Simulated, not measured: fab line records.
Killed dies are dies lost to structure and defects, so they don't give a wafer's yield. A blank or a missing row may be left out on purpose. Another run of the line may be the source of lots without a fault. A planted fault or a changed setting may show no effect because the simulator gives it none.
fab line records :: flow rit_cmos
record:
  lots: 15
  wafers: 45
  last_day: 7
route steps=202 shown ACTIVE@15
lots that met no fault: from a run of the same line without faults
start_h: start of the lot's first displayed wafer, in hours after the record's first day :: wait_h: how many hours have passed since the lot's step before this one :: " identical to the entry in the row above :: L1.1+2: one row covering several wafers at once :: - either no value or no given start :: * or withheld: withheld :: < > ~ a bound
route shown NAME@n: NAME is a module with steps in the file, n the number in the route of the first one :: usual: the fault-free wafers' mean and standard deviation :: same: alike in all rows :: chamber/n: place in a boat :: sites: each site's reading :: _std_site: the values' standard deviation :: _edge_site: inner sites' mean taken away from outer sites' mean :: radius_mm: for every site, how far away it sits from the centre of the wafer :: mask NAME#n: copy n :: behind: the tool/chamber that last shaped the wafer :: hold: the reason the lot was held/the length of the hold in hours/how it ended :: device: the n, p or np transistor that did not switch :: end of line: at the end of the route, the tests of the same wafers :: a step given without rows: its recipe and nothing more :: killed: at the first sort, the dies lost to defects and structure; wafer yield is something else :: map: a wafer's dies, marking killed ones x, the rest . and places with no die _
set.NAME: the setting as run; set.NAME@STEP: as run at that earlier step :: model.NAME: the simulator's own value behind a step, which no gauge read
a sample of lots followed through the steps of the route, with each step as a table and each wafer as a row
services: the hour from which a tool's chamber was out of use, counted from the record's first day as start_h (under 0 if before that day), plus the number of hours and why
== steps ==
step: RIT_ACTIVE_STRIP_14
recipe:
  chemistry: O2
  time_s: 180
  resist: NOVOLAK
  platen_temp_c: withheld
  power_w: 500
  pressure_mtorr: 4000
  o2_flow_sccm: 4000
usual:
  chamber_pressure_mTorr: 4000/3.6
  drypump_motor_current_A: 5.8/0.49
lot.wafer: L833.2
tool: plasma_asher-01
chamber: 0
start_h: 14.97
wait_h: 0.1
chamber_pressure_mTorr: 3999
drypump_motor_current_A: 5.7
rf_hours_counter_h: 42

lot.wafer: L833.3
tool: plasma_asher-01
chamber: 1
start_h: 14.97
wait_h: 0.1
chamber_pressure_mTorr: 4002
drypump_motor_current_A: 6.3
rf_hours_counter_h: -

lot.wafer: L833.5
tool: plasma_asher-01
chamber: 1
start_h: 14.97
wait_h: 0.1
chamber_pressure_mTorr: 3999
drypump_motor_current_A: 6.3
rf_hours_counter_h: -

lot.wafer: L834.1
tool: plasma_asher-01
chamber: 0
start_h: 20.15
wait_h: 0.1
chamber_pressure_mTorr: 3997
drypump_motor_current_A: 5.7
rf_hours_counter_h: 42

lot.wafer: L834.2
tool: plasma_asher-01
chamber: 1
start_h: 20.15
wait_h: 0.1
chamber_pressure_mTorr: 4001
drypump_motor_current_A: 6.3
rf_hours_counter_h: 42

lot.wafer: L834.4
tool: plasma_asher-01
chamber: 1
start_h: 20.15
wait_h: 0.1
chamber_pressure_mTorr: 3997
drypump_motor_current_A: 6.3
rf_hours_counter_h: -

lot.wafer: L835.1
tool: plasma_asher-03
chamber: 0
start_h: 24.84
wait_h: 0.1
chamber_pressure_mTorr: 4002
drypump_motor_current_A: 5.7
rf_hours_counter_h: 28

lot.wafer: L835.2
tool: plasma_asher-03
chamber: 1
start_h: 24.84
wait_h: 0.1
chamber_pressure_mTorr: 4000
drypump_motor_current_A: 5.1
rf_hours_counter_h: 28

lot.wafer: L835.6
tool: plasma_asher-03
chamber: 0
start_h: 24.84
wait_h: 0.1
chamber_pressure_mTorr: 4000
drypump_motor_current_A: 5.8
rf_hours_counter_h: -

lot.wafer: L836.2
tool: plasma_asher-03
chamber: 1
start_h: 29.84
wait_h: 0.1
chamber_pressure_mTorr: 4004
drypump_motor_current_A: 5.1
rf_hours_counter_h: 29

lot.wafer: L836.4
tool: plasma_asher-03
chamber: 0
start_h: 29.84
wait_h: 0.1
chamber_pressure_mTorr: 4006
drypump_motor_current_A: 5.7
rf_hours_counter_h: -

lot.wafer: L836.6
tool: plasma_asher-03
chamber: 0
start_h: 29.84
wait_h: 0.1
chamber_pressure_mTorr: 4001
drypump_motor_current_A: 5.8
rf_hours_counter_h: -

lot.wafer: L838.2
tool: plasma_asher-01
chamber: 1
start_h: 40.03
wait_h: 0.1
chamber_pressure_mTorr: 4002
drypump_motor_current_A: 6.3
rf_hours_counter_h: 44

lot.wafer: L838.3
tool: plasma_asher-01
chamber: 1
start_h: 40.03
wait_h: 0.1
chamber_pressure_mTorr: 4001
drypump_motor_current_A: 6.3
rf_hours_counter_h: -

lot.wafer: L838.5
tool: plasma_asher-01
chamber: 1
start_h: 40.03
wait_h: 0.1
chamber_pressure_mTorr: 4000
drypump_motor_current_A: 6.3
rf_hours_counter_h: -

lot.wafer: L840.2
tool: plasma_asher-04
chamber: 0
start_h: 52.70
wait_h: 0.1
chamber_pressure_mTorr: 3999
drypump_motor_current_A: 6.6
rf_hours_counter_h: 47

lot.wafer: L840.3
tool: plasma_asher-04
chamber: 1
start_h: 52.70
wait_h: 0.1
chamber_pressure_mTorr: 3997
drypump_motor_current_A: 5.2
rf_hours_counter_h: -

lot.wafer: L840.4
tool: plasma_asher-04
chamber: 0
start_h: 52.70
wait_h: 0.1
chamber_pressure_mTorr: 4002
drypump_motor_current_A: 6.7
rf_hours_counter_h: -

lot.wafer: L841.1
tool: plasma_asher-03
chamber: 0
start_h: 57.65
wait_h: 0.1
chamber_pressure_mTorr: 3998
drypump_motor_current_A: 5.7
rf_hours_counter_h: 32

lot.wafer: L841.2
tool: plasma_asher-03
chamber: 1
start_h: 57.65
wait_h: 0.1
chamber_pressure_mTorr: 3998
drypump_motor_current_A: 5.1
rf_hours_counter_h: 32

lot.wafer: L841.5
tool: plasma_asher-03
chamber: 0
start_h: 57.65
wait_h: 0.1
chamber_pressure_mTorr: 4000
drypump_motor_current_A: 5.7
rf_hours_counter_h: -

lot.wafer: L844.2
tool: plasma_asher-04
chamber: 1
start_h: 70.13
wait_h: 0.1
chamber_pressure_mTorr: 3996
drypump_motor_current_A: 5.2
rf_hours_counter_h: 49

lot.wafer: L844.4
tool: plasma_asher-04
chamber: 0
start_h: 70.13
wait_h: 0.1
chamber_pressure_mTorr: 4001
drypump_motor_current_A: 6.5
rf_hours_counter_h: -

lot.wafer: L844.5
tool: plasma_asher-04
chamber: 0
start_h: 70.13
wait_h: 0.1
chamber_pressure_mTorr: 4006
drypump_motor_current_A: 6.6
rf_hours_counter_h: -

lot.wafer: L845.2
tool: plasma_asher-04
chamber: 1
start_h: 75.10
wait_h: 0.1
chamber_pressure_mTorr: 4006
drypump_motor_current_A: 5.2
rf_hours_counter_h: 49

lot.wafer: L845.4
tool: plasma_asher-04
chamber: 0
start_h: 75.10
wait_h: 0.1
chamber_pressure_mTorr: 3999
drypump_motor_current_A: 6.7
rf_hours_counter_h: -

lot.wafer: L845.6
tool: plasma_asher-04
chamber: 0
start_h: 75.10
wait_h: 0.1
chamber_pressure_mTorr: 3996
drypump_motor_current_A: 6.7
rf_hours_counter_h: -

lot.wafer: L846.1
tool: plasma_asher-01
chamber: 0
start_h: 79.97
wait_h: 0.1
chamber_pressure_mTorr: 3997
drypump_motor_current_A: 5.7
rf_hours_counter_h: 48

lot.wafer: L846.3
tool: plasma_asher-01
chamber: 0
start_h: 79.97
wait_h: 0.1
chamber_pressure_mTorr: 4006
drypump_motor_current_A: 5.8
rf_hours_counter_h: -

lot.wafer: L846.4
tool: plasma_asher-01
chamber: 1
start_h: 79.97
wait_h: 0.1
chamber_pressure_mTorr: 4001
drypump_motor_current_A: 6.3
rf_hours_counter_h: -

lot.wafer: L849.1
tool: plasma_asher-01
chamber: 1
start_h: 95.08
wait_h: 0.1
chamber_pressure_mTorr: 4002
drypump_motor_current_A: 6.3
rf_hours_counter_h: 50

lot.wafer: L849.2
tool: plasma_asher-01
chamber: 0
start_h: 95.08
wait_h: 0.1
chamber_pressure_mTorr: 4003
drypump_motor_current_A: 5.8
rf_hours_counter_h: 50

lot.wafer: L849.4
tool: plasma_asher-01
chamber: 0
start_h: 95.08
wait_h: 0.1
chamber_pressure_mTorr: 3994
drypump_motor_current_A: 5.7
rf_hours_counter_h: -

lot.wafer: L852.1
tool: plasma_asher-01
chamber: 1
start_h: 110.16
wait_h: 0.1
chamber_pressure_mTorr: -
drypump_motor_current_A: -
rf_hours_counter_h: -

lot.wafer: L852.5
tool: plasma_asher-01
chamber: 1
start_h: 110.16
wait_h: 0.1
chamber_pressure_mTorr: -
drypump_motor_current_A: -
rf_hours_counter_h: -

lot.wafer: L852.6
tool: plasma_asher-01
chamber: 0
start_h: 110.16
wait_h: 0.1
chamber_pressure_mTorr: -
drypump_motor_current_A: -
rf_hours_counter_h: -

lot.wafer: L853.1
tool: plasma_asher-01
chamber: 0
start_h: 116.68
wait_h: 0.1
chamber_pressure_mTorr: -
drypump_motor_current_A: -
rf_hours_counter_h: -

lot.wafer: L853.5
tool: plasma_asher-01
chamber: 1
start_h: 116.68
wait_h: 0.1
chamber_pressure_mTorr: -
drypump_motor_current_A: -
rf_hours_counter_h: -

lot.wafer: L853.6
tool: plasma_asher-01
chamber: 0
start_h: 116.68
wait_h: 0.1
chamber_pressure_mTorr: -
drypump_motor_current_A: -
rf_hours_counter_h: -

lot.wafer: L854.3
tool: plasma_asher-01
chamber: 1
start_h: 121.04
wait_h: 0.1
chamber_pressure_mTorr: -
drypump_motor_current_A: -
rf_hours_counter_h: -

lot.wafer: L854.4
tool: plasma_asher-01
chamber: 0
start_h: 121.04
wait_h: 0.1
chamber_pressure_mTorr: -
drypump_motor_current_A: -
rf_hours_counter_h: -

lot.wafer: L854.5
tool: plasma_asher-01
chamber: 1
start_h: 121.04
wait_h: 0.1
chamber_pressure_mTorr: -
drypump_motor_current_A: -
rf_hours_counter_h: -

lot.wafer: L855.1
tool: plasma_asher-03
chamber: 0
start_h: 126.64
wait_h: 0.1
chamber_pressure_mTorr: 4003
drypump_motor_current_A: 5.8
rf_hours_counter_h: 39

lot.wafer: L855.3
tool: plasma_asher-03
chamber: 1
start_h: 126.64
wait_h: 0.1
chamber_pressure_mTorr: 3996
drypump_motor_current_A: 5.1
rf_hours_counter_h: -

lot.wafer: L855.5
tool: plasma_asher-03
chamber: 1
start_h: 126.64
wait_h: 0.1
chamber_pressure_mTorr: 3994
drypump_motor_current_A: 5.1
rf_hours_counter_h: -
== services ==
tool: plasma_asher-04
chamber: -
start_h: 108.75
hours: 9.0
kind: pm

tool: plasma_asher-04
chamber: 0
start_h: 108.75
hours: 9.0
kind: vent_cycle

tool: plasma_asher-04
chamber: 1
start_h: 108.75
hours: 9.0
kind: vent_cycle

tool: plasma_asher-04
chamber: 0
start_h: 117.75
hours: -
kind: clean

tool: plasma_asher-04
chamber: 1
start_h: 117.75
hours: -
kind: clean
== key ==
first_sign:
  step: RIT_ACTIVE_STRIP_14
  reading: tool_record
  direction: missing
effect none on later readings
met_at RIT_ACTIVE_STRIP_14
struck_lots L852,L853,L854
later_rows_left_out L852.1,L852.5,L852.6,L853.1,L853.5,L853.6,L854.3,L854.4,L854.5
sort_left_out L852.1,L852.5,L852.6,L853.1,L853.5,L853.6,L854.3,L854.4,L854.5
tester_left_out L852,L853,L854
onset_between 95.08 110.16
fault:
  kind: skipped_step_whole
  tool: plasma_asher-01
  chamber: -
  onset_h: 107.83
  steps: RIT_ACTIVE_STRIP_14
  scope: struck_lots_only
tester_left_out: of these lots the tester's yield and bins aren't shown, on N5 and GAA mostly nor the transistor test; their killed dies are dies lost to structure and defects alone, not to doping, threshold or leakage, so they don't give the yield
sort_left_out: the simulated sort isn't trusted on such a fault, so these wafers' sort isn't shown, and their yield isn't known
later_rows_left_out: the simulator's readings of these wafers behind a module that went badly wrong aren't trusted and aren't shown, but for the sort
